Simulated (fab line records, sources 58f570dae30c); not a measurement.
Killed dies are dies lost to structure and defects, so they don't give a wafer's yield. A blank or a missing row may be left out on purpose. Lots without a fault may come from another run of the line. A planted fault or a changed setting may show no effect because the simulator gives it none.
One fault seen from 2 desks | flow berkeley_cmos170 | each desk has only its own numbers; what lay behind them comes last

THE METROLOGY DESK
What the gauges read, lot by lot, whatever tool the lot ran on: means of the sampled wafers that have a number. A lot is out of limits, marked OUT, if its mean lies more than 4 standard deviations from the usual mean; the brackets give that distance.
Columns: A = WELLDRIVE_OXIDE_THK at UCB170_WELLDRIVE_THK_MEAS_02, usual 199 nm; B = NLDD_OVL at UCB170_NLDD_OVL_MEAS_07, usual -4 nm
lot  | first seen here | A              | B
L992 | day 3 14:31     | 197            | -6
L991 | day 3 14:32     | 203            | -7
L994 | day 3 23:28     | 204            | 4
L993 | day 3 23:29     | 205            | -2
L995 | day 4 08:38     | 174 (-6.5) OUT | -3
L996 | day 4 08:38     | 179 (-5.3) OUT | -2
L997 | day 4 14:41     | 197            | -1
L101 | day 5 23:28     | 198            | 4
L105 | day 6 22:37     | 200            | -1
L110 | day 7 13:55     | 200            | -5
L111 | day 7 21:01     | 196            | -5
L113 | day 8 06:17     | 202            | -7
L112 | day 8 06:17     | 197            | 4
L114 | day 8 14:02     | 198            | -9
This desk's finding: out of limits on L995, L996; first on L995, day 4 08:38 (WELLDRIVE_OXIDE_THK at UCB170_WELLDRIVE_THK_MEAS_02). In limits: L992, L991, L994, L993, L997, L101, L105, L110, L111, L113, L112, L114.

THE TOOL OWNER'S DESK: furnace-04
The tool's own readings at UCB170_WELLDRIVE_OXIDATION_01 (target thk 199 nm, ox time 9000 s): means of the sampled wafers that have a number, for each lot that ran on this tool. A lot is out of limits, marked OUT, if its mean lies more than 4 standard deviations from the usual mean; the brackets give that distance.
Columns: A = spike_tc_centre_C at UCB170_WELLDRIVE_OXIDATION_01, usual 1103.0 C; B = spike_tc_load_C at UCB170_WELLDRIVE_OXIDATION_01, usual 1125.1 C; C = spike_tc_source_C at UCB170_WELLDRIVE_OXIDATION_01, usual 1126 C; D = tube_center_temp_C at UCB170_WELLDRIVE_OXIDATION_01, usual 1100 C; E = tube_center_temp_C_max at UCB170_WELLDRIVE_OXIDATION_01, usual 1102.8; F = zone_power_centre_pct at UCB170_WELLDRIVE_OXIDATION_01, usual 51 %
lot  | first seen here | A                | B                 | C               | D                      | E                | F
L993 | day 3 19:58     | 1103.1           | 1121.0            | 1128            | 1100                   | 1103.1           | 48
L994 | day 3 19:58     | 1103.1           | 1121.5            | 1128            | 1100                   | 1102.8           | 48
L995 | day 4 05:08     | 1083.9 (-16) OUT | 1101.1 (-8.3) OUT | 1108 (-5.0) OUT | 1080 (-99 or more) OUT | 1082.6 (-45) OUT | 47
L996 | day 4 05:08     | 1082.8 (-17) OUT | 1101.9 (-8.0) OUT | 1108 (-5.0) OUT | 1080 (-99 or more) OUT | 1082.8 (-44) OUT | 47
L111 | day 7 17:29     | 1103.3           | 1120.4            | 1129            | 1100                   | 1102.5           | 48
This desk's finding: out of limits on L995, L996; first on L995, day 4 05:08 (spike_tc_centre_C at UCB170_WELLDRIVE_OXIDATION_01). In limits: L993, L994, L111.

PUT TOGETHER
The tool owner's desk could have raised an alarm at day 4 05:08, on L995, L996.
The metrology desk could have raised an alarm at day 4 08:38, on L995, L996.
Of the lots named, all ran UCB170_WELLDRIVE_OXIDATION_01 on furnace-04.

WHAT THE SIMULATOR HAD PUT IN
Process parameter drift: furnace-04, from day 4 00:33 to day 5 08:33, at UCB170_WELLDRIVE_OXIDATION_01. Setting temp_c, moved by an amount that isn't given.
Lots struck among those shown: L995, L996.
Hours from the fault's start to each desk's first reading out of limits: the tool owner's desk, 5; the metrology desk, 8.
